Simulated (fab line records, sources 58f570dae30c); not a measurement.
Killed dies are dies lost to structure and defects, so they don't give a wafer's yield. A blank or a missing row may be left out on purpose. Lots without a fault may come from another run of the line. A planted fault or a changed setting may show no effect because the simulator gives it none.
Which tool did it? | flow berkeley_cmos170 | 16 lots, 48 wafers sampled, at 4 steps of a route of 331

WHAT THE GAUGES READ, wafer by wafer
UCB170_PWELL_TW_MEAS_17.
lot  | measured    | on            | PWELL_TW
L592 | day 2 19:37 | film_metro-02 | 378 376 377
L593 | day 3 01:23 | film_metro-01 | 379 378 377
L594 | day 3 12:34 | film_metro-02 | 379 378 379
L596 | day 3 18:19 | film_metro-02 | 378 378 378
L595 | day 3 18:33 | film_metro-04 | 383 384 384
L598 | day 4 09:12 | film_metro-02 | 375 378 375
L599 | day 4 22:32 | film_metro-04 | 384 386 385
L600 | day 4 22:27 | film_metro-04 | 385 384 388
L601 | day 4 22:11 | film_metro-04 | 386 384 385
L603 | day 5 15:28 | film_metro-04 | 383 381 383
L604 | day 5 15:24 | film_metro-02 | 377 376 375
L605 | day 5 21:04 | film_metro-02 | 807 803 802
L606 | day 5 20:39 | film_metro-01 | 376 377 376
L607 | day 6 00:38 | film_metro-02 | 803 806 805
L608 | day 6 04:12 | film_metro-01 | 812 809 813
L609 | day 6 14:46 | film_metro-01 | 813 807 809

UCB170_WELLDRIVE_THK_MEAS_02.
lot  | measured    | on            | WELLDRIVE_OXIDE_THK (nm)
L592 | day 3 05:23 | film_metro-03 | 199 197 200
L593 | day 3 13:23 | film_metro-02 | 209 204 205
L594 | day 3 22:53 | film_metro-02 | 199 197 198
L596 | day 4 06:29 | film_metro-02 | 190 193 191
L595 | day 4 06:29 | film_metro-03 | 195 194 195
L598 | day 4 21:02 | film_metro-03 | 196 196 194
L599 | day 5 08:20 | film_metro-02 | 197 195 196
L600 | day 5 08:20 | film_metro-03 | 198 199 199
L601 | day 5 08:22 | film_metro-01 | 199 199 203
L603 | day 6 01:14 | film_metro-02 | 194 192 194
L604 | day 6 01:13 | film_metro-01 | 197 197 197
L606 | day 6 07:17 | film_metro-03 | 191 196 191
L608 | day 6 16:20 | film_metro-02 | 198
L609 | day 7 01:32 | film_metro-03 | 195

WHICH TOOL RAN EACH LOT (tool, then ch and the chambers of the sampled wafers, then the start)
lot  | UCB170_ZERO_STRIP_07                | UCB170_PWELL_IMPLANT_15
L592 | plasma_asher-02 ch 0,1, day 1 15:51 | implanter-02 ch 0, day 2 19:23
L593 | plasma_asher-04 ch 0,1, day 1 21:05 | implanter-04 ch 0, day 3 01:10
L594 | plasma_asher-01 ch 0,1, day 2 00:53 | implanter-03 ch 0, day 3 12:20
L596 | plasma_asher-01 ch 1, day 2 13:42   | implanter-03 ch 0, day 3 18:04
L595 | plasma_asher-02 ch 0,1, day 2 14:15 | implanter-03 ch 0, day 3 18:18
L598 | plasma_asher-04 ch 0,1, day 3 04:04 | implanter-04 ch 0, day 4 08:56
L599 | plasma_asher-01 ch 0,1, day 3 09:29 | implanter-04 ch 0, day 4 22:17
L600 | plasma_asher-02 ch 1, day 3 14:56   | implanter-02 ch 0, day 4 22:12
L601 | plasma_asher-04 ch 0,1, day 3 15:18 | implanter-03 ch 0, day 4 21:58
L603 | plasma_asher-04 ch 0,1, day 4 02:44 | implanter-04 ch 0, day 5 15:15
L604 | plasma_asher-02 ch 0,1, day 4 08:41 | implanter-02 ch 0, day 5 15:09
L605 | plasma_asher-02 ch 0,1, day 4 16:12 | implanter-02 ch 0, day 5 20:50
L606 | plasma_asher-02 ch 0,1, day 4 16:25 | implanter-04 ch 0, day 5 20:24
L607 | plasma_asher-04 ch 0,1, day 4 22:39 | implanter-04 ch 0, day 6 00:23
L608 | plasma_asher-02 ch 0,1, day 5 01:37 | implanter-04 ch 0, day 6 03:57
L609 | plasma_asher-04 ch 0,1, day 5 07:09 | implanter-04 ch 0, day 6 14:31
- UCB170_ZERO_STRIP_07: strips in O2.
- UCB170_PWELL_IMPLANT_15

WHAT THE TOOLS THEMSELVES READ (means of the sampled wafers that have a number; where no wafer has one, the mark that the record gives instead)
UCB170_ZERO_STRIP_07.
lot  | tool            | drypump_motor_current_A (A) | oes_product_au (a.u.) | strip_time_to_endpoint_s (s)
L592 | plasma_asher-02 | 5.3                         | 0.725                 | 21.48
L593 | plasma_asher-04 | 6.3                         | 0.726                 | 21.53
L594 | plasma_asher-01 | 5.5                         | 0.730                 | 21.49
L596 | plasma_asher-01 | 6.6                         | 0.730                 | 21.50
L595 | plasma_asher-02 | 5.3                         | 0.727                 | 21.43
L598 | plasma_asher-04 | 6.3                         | 0.734                 | 21.42
L599 | plasma_asher-01 | 5.5                         | 0.723                 | 21.44
L600 | plasma_asher-02 | 5.4                         | 0.728                 | 21.44
L601 | plasma_asher-04 | 6.3                         | 0.732                 | 21.49
L603 | plasma_asher-04 | 6.3                         | 0.728                 | 21.55
L604 | plasma_asher-02 | 5.3                         | 0.726                 | 21.60
L605 | plasma_asher-02 | 5.3                         | 0.729                 | 21.46
L606 | plasma_asher-02 | 5.3                         | 0.722                 | 21.51
L607 | plasma_asher-04 | 5.9                         | 0.728                 | 21.57
L608 | plasma_asher-02 | 5.3                         | 0.725                 | 21.60
L609 | plasma_asher-04 | 5.9                         | 0.727                 | 21.46

THE ANSWER, worked out from the rows above alone
Rule: what is usual is taken from the lots themselves. Put in order of their means at a reading, lots are off if they are a third of the lots or fewer, leave a main group of 4 or more, and stand apart from it by a gap of 3 or more times the standard deviation of the main group's means; of several such gaps the widest counts. A main group whose means are all the same, to the digits that the tables above print for the reading, isn't used. A lot without any number at a reading at which 4 lots or more have one is off too. The other lots that the step has rows for count as sound. The gauges are gone through in route order, then the tools' own readings, and for those a lot's mean is taken as printed above. The first step at which some lot is off is used, and at that step the reading that is off furthest; a lot without a number counts as furthest.
Off: L605, L607, L608, L609, at UCB170_PWELL_TW_MEAS_17 (PWELL_TW). The main group: mean 380, standard deviation 3.7.
A tool fits if, at a process step before that reading, it ran every lot that is off, and no sound lot after the first of them. The gauges at UCB170_PWELL_TW_MEAS_17 are tried like those tools. None of those tried fits.

WHAT THE SIMULATOR HAD PUT IN
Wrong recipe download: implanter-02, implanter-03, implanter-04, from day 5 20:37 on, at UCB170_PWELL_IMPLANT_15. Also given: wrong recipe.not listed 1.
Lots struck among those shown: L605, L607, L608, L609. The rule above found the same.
